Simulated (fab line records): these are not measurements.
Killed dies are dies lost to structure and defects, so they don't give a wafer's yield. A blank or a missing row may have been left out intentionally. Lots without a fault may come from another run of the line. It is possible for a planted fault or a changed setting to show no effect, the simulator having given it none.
One fault through the eyes of 2 desks -- flow rit cmos -- each desk has only its own numbers; what lay behind them comes last

METROLOGY DESK
Means of the sampled wafers that have a number, per lot and without regard to the tool the lot ran on: this is what the gauges read. If a lot's mean is further than 4 standard deviations from the usual mean, the lot is out of limits and carries the mark OUT (the distance appears in the brackets).
Columns: A = M1_AL_RS at RIT_M1_RS_MEAS_01, usual 0.0743 ohm/sq; B = M1_AL_THK at RIT_M1_THK_MEAS_02, usual 391 nm; C = cd nm at RIT_M1_CD_MEAS_09, usual 2599.6 nm; D = M1_OVL at RIT_M1_OVL_MEAS_10, usual 0.9 nm
lot,first seen here,A,B,C,D
L694,day 5 13:37,0.0738,392,2598.8,-1.2
L697,day 6 03:59,0.0746,388,2601.4,0.1
L700,day 6 18:02,0.0744,390,2599.0,0.8
L703,day 7 09:16,0.0732,395,2599.7,1.3
L704,day 7 16:20,0.0746,389,2600.2,1.0
L705,day 7 21:44,0.0755,385,2599.1,0.8
This desk's finding: nothing out of limits on any of the 6 lots.

TOOL OWNER'S DESK, rie metal-01
The tool's own readings at RIT_M1_METAL_ETCH_12 (etches Al in Cl2/BCl3, stops on SiO2, time 165 s, target depth 600 nm): means of the sampled wafers that have a number, for each lot that ran on this tool. If a lot's mean is further than 4 standard deviations from the usual mean, the lot is out of limits and carries the mark OUT (the distance appears in the brackets).
Columns: A = chamber pressure mTorr at RIT_M1_METAL_ETCH_12, usual 98.28 mTorr; B = drypump motor current A at RIT_M1_METAL_ETCH_12, usual 5.8 A; C = oes product au at RIT_M1_METAL_ETCH_12, usual 0.774 a.u.; D = throttle valve pct at RIT_M1_METAL_ETCH_12, usual 8.43 %
lot,first seen here,A,B,C,D
L694,day 5 15:05,98.28,6.1,0.771,8.43
L697,day 6 05:32,98.25,5.9,0.774,8.44
L700,day 6 19:35,98.25,5.9,0.729,8.46
L703,day 7 10:44,98.29,5.9,0.731,8.44
This desk's finding: nothing out of limits on any of the 4 lots.

BROUGHT TOGETHER
Nothing out of limits was seen by the metrology desk.
Nothing out of limits was seen by the tool owner's desk.

WHAT THE SIMULATOR HAD INSERTED
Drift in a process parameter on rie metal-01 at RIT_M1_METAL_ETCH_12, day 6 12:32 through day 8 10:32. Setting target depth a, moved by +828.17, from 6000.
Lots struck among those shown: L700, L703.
